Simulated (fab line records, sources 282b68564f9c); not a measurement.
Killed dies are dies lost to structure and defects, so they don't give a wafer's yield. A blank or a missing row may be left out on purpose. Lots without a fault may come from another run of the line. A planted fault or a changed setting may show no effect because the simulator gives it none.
Chamber matching | flow rit_cmos | RIT_CONTACT_ETCH_11 on rie_diel-04: 4 sister chambers
The step etches SiO2 in CHF3/CF4/Ar, stops on TiSi2, target depth 480 nm, time 320 s. 4 wafers are shown with their chamber, then 7 later ones without.

WAFERS WITH THEIR CHAMBER
wafer  | chamber | drypump_motor_current_A (A)
L717.2 | 1       | 5.7
L719.3 | 0       | 5.9
L724.3 | 2       | 5.5
L724.4 | 3       | 6.5

WAFERS WITHOUT THEIR CHAMBER
wafer  | drypump_motor_current_A (A)
L724.5 | 5.9
L726.1 | 5.9
L726.5 | 6.5
L726.6 | 5.9
L732.2 | 6.5
L732.3 | 5.6
L732.4 | 5.5

WHICH CHAMBER EACH WENT THROUGH
wafer  | from the rows above     | in truth
L724.5 | 0                       | 0
L726.1 | 0                       | 0
L726.5 | 3                       | 3
L726.6 | 0                       | 0
L732.2 | 3                       | 3
L732.3 | can't be placed: 2 or 1 | 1
L732.4 | 2                       | 2
Placed correctly: 6 of 7. Can't be placed from these rows: 1 (the true chamber is among the candidates in 1). Placed wrongly: 0.
How it was worked out, from the rows above alone: a wafer's distance from a chamber is the root of the sum, over the readings, of the square of ((its reading less the chamber's mean) divided by the reading's scatter). The wafer belongs to the nearest chamber; if the next one is less than 2 further off, it can't be placed. A chamber's mean is the mean of its shown wafers. The scatter: with one shown wafer a chamber, the root of the mean of the squares of how far each hidden wafer lies from its nearest shown one.
